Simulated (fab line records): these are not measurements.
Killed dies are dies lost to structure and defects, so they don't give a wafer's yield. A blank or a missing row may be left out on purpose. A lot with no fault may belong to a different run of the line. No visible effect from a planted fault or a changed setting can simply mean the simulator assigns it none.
The same fault as seen by 2 desks    flow berkeley_cmos170    only its own numbers are on each desk; what lay behind them is given at the end

== TOOL OWNER'S DESK, plasma_asher-03 ==
The tool's own readings at UCB170_V2_STRIP_15 (strips in O2): means of the sampled wafers that have a number, for each lot that ran on this tool. A lot is out of limits, marked OUT, if its mean lies more than 4 standard deviations from the usual mean; the brackets give that distance.
Columns: A = drypump_motor_current_A at UCB170_V2_STRIP_15, usual 5.7 A; B = o2_flow_sccm at UCB170_V2_STRIP_15, usual 400.0 sccm; C = oes_product_au at UCB170_V2_STRIP_15, usual 0.722 a.u.; D = strip_time_to_endpoint_s at UCB170_V2_STRIP_15, usual 15.45 s
lot   first seen here  A    B                        C                 D
L186  day 8 10:41      6.0  400.8                    0.720             15.37
L187  day 8 17:50      6.2  400.3                    0.726             15.48
L191  day 9 18:01      6.2  334.0 (-55) OUT          0.699 (-4.7) OUT  16.13 (+7.8) OUT
L193  day 9 18:05      6.1  299.7 (-84) OUT          0.696 (-5.4) OUT  16.51 (+12) OUT
L196  day 11 03:53     6.0  266.0 (-99 or more) OUT  0.680 (-8.6) OUT  16.85 (+16) OUT
This desk's verdict: out of limits on L191, L193, L196, starting with L191 at day 9 18:01 (o2_flow_sccm at UCB170_V2_STRIP_15). Within limits: L186, L187.

== AT THE METROLOGY DESK ==
Means of the sampled wafers that have a number, per lot and without regard to the tool the lot ran on: this is what the gauges read. A lot is out of limits, marked OUT, if its mean lies more than 4 standard deviations from the usual mean; the brackets give that distance.
Columns: A = cd_nm at UCB170_V2_CD_MEAS_12, usual 700.2 nm
lot   first seen here  A
L186  day 8 10:22      699.2
L188  day 8 13:07      699.0
L189  day 8 13:45      699.5
L187  day 8 17:31      698.1
L192  day 9 17:25      703.1
L193  day 9 17:38      700.1
L191  day 9 17:41      703.1
L199  day 11 00:40     699.4
L196  day 11 03:33     700.2
L202  day 11 13:08     700.5
L201  day 11 14:49     703.3
L203  day 12 02:17     700.0
L204  day 12 02:33     701.2
L208  day 12 20:37     699.4
L207  day 12 22:58     699.8
Finding of this desk: none of the 15 lots has anything out of limits.

== BROUGHT TOGETHER ==
The tool owner's desk had the chance to raise an alarm at day 9 18:01 on L191, L193, L196.
At the metrology desk, nothing out of limits was observed.
The metrology desk holds a record of L191, L193, L196, inside its limits.
On plasma_asher-03, each named lot ran UCB170_V2_STRIP_15.

== WHAT THE SIMULATOR PUT IN ==
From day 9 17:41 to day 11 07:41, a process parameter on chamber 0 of plasma_asher-03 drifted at UCB170_V2_STRIP_15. The setting o2_flow_sccm was moved by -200, starting from 400. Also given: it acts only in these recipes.
Lots struck among those shown: L191, L193, L196.
Time in hours from fault onset to the first out-of-limits reading at each desk: the tool owner's desk, 0.
